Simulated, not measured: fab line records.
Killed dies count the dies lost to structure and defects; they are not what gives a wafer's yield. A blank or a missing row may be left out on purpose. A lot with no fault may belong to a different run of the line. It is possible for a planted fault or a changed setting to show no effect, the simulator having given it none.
Struck lot and sound lot, side by side | flow rit_cmos | 23 out of 202 route steps
Sound: these wafers, L152.1, L152.3, L152.4. The struck wafers were L159.2, L159.3, L159.5. At the end, the cause is stated.
Order at every step that has rows: each side's tool, ch and its chambers, its first start. Under that, the readings that differ: sound wafers | struck wafers | difference of the means | sigmas: that difference in standard deviations of wafers without a fault.
alike: words and numbers the same on both sides, and readings whose means are apart by under 2 such deviations; not compared: readings that were withheld, readings missing a value for some wafer, numbers with overlapping values and no deviation given by the record, and bounds like >300 which may hide the same value.
A row with sigmas, a row that says differs or no value, or rows on one side alone: a step with any of these is where the two part. Numbers that have no deviation but don't overlap get no sigmas and don't part them. A reading that every wafer of one side lacks parts them only if that side has two wafers or more.

RIT_CONTACT_CD_MEAS_08: the cd target is 1000 nm.
  sound on cd_sem-02, day 4 20:51; struck on cd_sem-02, day 6 07:29
  reading    | sound                | struck            | difference | sigmas
  cd_nm (nm) | 1002.8 1002.5 1002.0 | 997.9 996.5 998.3 | -4.9       | -2
RIT_CONTACT_OVL_MEAS_09:
  sound on overlay-02, day 4 20:58; struck on overlay-01, day 6 07:36
  alike: CONTACT_OVL
then, 1 step without rows for these wafers: RIT_CONTACT_HARDBAKE_10 (time 60 s).
RIT_CONTACT_ETCH_11: etches SiO2 in CHF3/CF4/Ar, stops on TiSi2, target depth 480 nm, time 320 s.
  sound on rie_diel-03 ch 0,3, day 4 21:09; struck on rie_diel-04 ch 1,2, day 6 07:47
  reading                     | sound       | struck      | difference | sigmas
  drypump_motor_current_A (A) | 5.6 4.8 4.9 | 6.3 6.2 6.3 | +1.2       | +3
  alike: cf4_flow_sccm, chamber_pressure_mTorr, oes_product_au, rf_fwd_power_W, throttle_valve_pct
  not compared: rf_hours_counter_h
RIT_CONTACT_STRIP_12: strips in O2, time 180 s.
  sound on plasma_asher-03 ch 0,1, day 4 21:21; struck on plasma_asher-04 ch 1, day 6 07:59
  alike: chamber_pressure_mTorr, drypump_motor_current_A
  not compared: rf_hours_counter_h
RIT_CONTACT_CD_MEAS_90: the cd target is 1000 nm.
  sound on cd_sem-01, day 4 21:31; struck on cd_sem-02, day 6 08:10
  reading    | sound                | struck            | difference | sigmas
  cd_nm (nm) | 1003.3 1002.7 1002.3 | 998.5 996.0 998.7 | -5.0       | -2
then, 2 steps without rows for these wafers: RIT_CONTACT_CLEAN_13 (cleans in SC1, time 600 s); RIT_CONTACT_CLEAN_14 (cleans in SC2, time 600 s).
RIT_M1_SPUTTER_00: material Al, target thk 400 nm, time 500 s.
  sound on pvd_sputter-01, day 4 22:01; struck on pvd_sputter-02, day 6 08:37
  alike: cathode_dc_power_W, throttle_valve_pct
RIT_M1_RS_MEAS_01: a four-point-probe measurement.
  sound on film_metro-01, day 4 22:18; struck on film_metro-01, day 6 08:56
  alike: M1_AL_RS
RIT_M1_THK_MEAS_02: measures by xrf.
  sound on film_metro-01, day 4 22:25; struck on film_metro-01, day 6 09:02
  alike: M1_AL_THK
then, 1 step without rows for these wafers: RIT_M1_HMDS_03 (prime time 60 s).
RIT_M1_COAT_04: resist thk 1325 nm.
  sound on litho_track-04 ch 0, day 4 22:38; struck on litho_track-03 ch 0, day 6 09:16
  reading                                 | sound                | struck               | difference | sigmas
  spin_speed_rpm (rpm)                    | 1995.5 1999.1 1998.8 | 2053.3 2052.2 2050.4 | +54.2      | +34
  model.NOVOLAK_of_M1_COAT_04.thk_nm (nm) | 1322 1326 1323       | 1311 1309 1310       | -14        |
then, 4 steps without rows for these wafers: RIT_M1_SOFTBAKE_05 (time 60 s); RIT_M1_EXPOSE_06 (exposes mask M12, target cd 2600 nm); RIT_M1_PEB_07; RIT_M1_DEVELOP_08 (develop time 68 s).
RIT_M1_CD_MEAS_09: the cd target is 2600 nm.
  sound on cd_sem-01, day 4 23:22; struck on cd_sem-01, day 6 10:07
  alike: cd_nm
RIT_M1_OVL_MEAS_10:
  sound on overlay-01, day 4 23:29; struck on overlay-01, day 6 10:14
  reading     | sound       | struck       | difference | sigmas
  M1_OVL (nm) | 3.5 3.0 2.8 | 0.2 1.1 -1.0 | -3.0       | -2
then, 1 step without rows for these wafers: RIT_M1_HARDBAKE_11 (time 120 s).
RIT_M1_METAL_ETCH_12: etches Al in Cl2/BCl3, stops on SiO2, time 165 s, target depth 600 nm.
  sound on rie_metal-02 ch 0,1, day 4 23:46; struck on rie_metal-04 ch 0, day 6 10:31
  reading                                 | sound             | struck          | difference | sigmas
  drypump_motor_current_A (A)             | 5.1 5.6 5.1       | 6.0 6.0 6.0     | +0.7       | +2
  model.NOVOLAK_of_M1_COAT_04.thk_nm (nm) | 831.8 821.4 826.6 | 809 808.1 811.8 | -17        |
  alike: chamber_pressure_mTorr, he_backside_leak_sccm, oes_product_au, rf_fwd_power_W, throttle_valve_pct
  not compared: rf_hours_counter_h
then, 1 step without rows for these wafers: RIT_M1_STRIP_13 (strips in nmp, time 616.9 s).
RIT_M1_PROBE_99:
  sound on prober-02, day 5 02:01; struck on prober-02, day 6 12:49
  alike: defect_limited_yield, killed_at_contacts, killed_at_front_end, killed_dies, killed_on_rim, killed_open, killed_short, sort_bin_3_pad_short, sort_bin_5_function, sort_bin_6_memory, sort_n_pass, sort_yield_pct

WHERE THEY PART
First at RIT_CONTACT_CD_MEAS_08; last, within this record, at RIT_M1_METAL_ETCH_12. Later steps at which nothing parts them and some readings are alike: RIT_M1_PROBE_99.

WHY: what the simulator had put in
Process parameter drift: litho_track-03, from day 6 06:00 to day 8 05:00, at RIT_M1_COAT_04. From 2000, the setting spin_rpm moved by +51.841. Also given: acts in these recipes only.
